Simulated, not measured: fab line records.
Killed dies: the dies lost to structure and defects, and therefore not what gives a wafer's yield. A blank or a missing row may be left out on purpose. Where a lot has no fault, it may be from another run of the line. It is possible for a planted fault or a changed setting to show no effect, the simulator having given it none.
Chamber matching	flow berkeley cmos170	4 sister chambers for UCB170_GATE_ETCH_15 on rie si-01
The step etches poly-Si in HBr/Cl2, stops on SiO2, time 56.3 s, target depth 278.2 nm. 8 wafers are shown with their chamber, then 7 later ones without.

## WAFERS, EACH WITH ITS CHAMBER
wafer	chamber	throttle valve pct (%)	drypump motor current A (A)
L941.4	0	25.95	5.6
L942.1	2	26.78	5.0
L947.1	0	25.95	5.6
L950.2	1	26.19	5.5
L950.5	1	26.20	5.5
L950.6	3	26.55	6.0
L961.1	3	26.56	6.0
L961.3	2	26.81	5.1

## WAFERS MISSING THEIR CHAMBER
wafer	throttle valve pct (%)	drypump motor current A (A)
L961.4	26.19	5.5
L963.3	26.20	5.5
L963.4	26.81	5.0
L963.6	26.83	5.0
L964.1	26.82	5.0
L964.3	26.20	5.5
L964.5	26.19	5.5

## THE CHAMBER EACH PASSED THROUGH
wafer	from the rows above	in truth
L961.4	1	1
L963.3	1	1
L963.4	2	2
L963.6	2	2
L964.1	2	2
L964.3	1	1
L964.5	1	1
Correct placement for 7 of the 7. Can't be placed from these rows: 0. Wrongly placed: 0.
How it was worked out, from the rows above alone: a wafer's distance from a chamber is the root of the sum, over the readings, of the square of ((its reading less the chamber's mean) divided by the reading's scatter). The wafer belongs to the nearest chamber; if the next one is less than 2 further off, it can't be placed. For every chamber, the mean is computed from those of its wafers that are shown. The scatter: take each reading less its chamber's mean, square it, sum over the shown wafers, divide by the number of wafers less the number of chambers, and take the root.
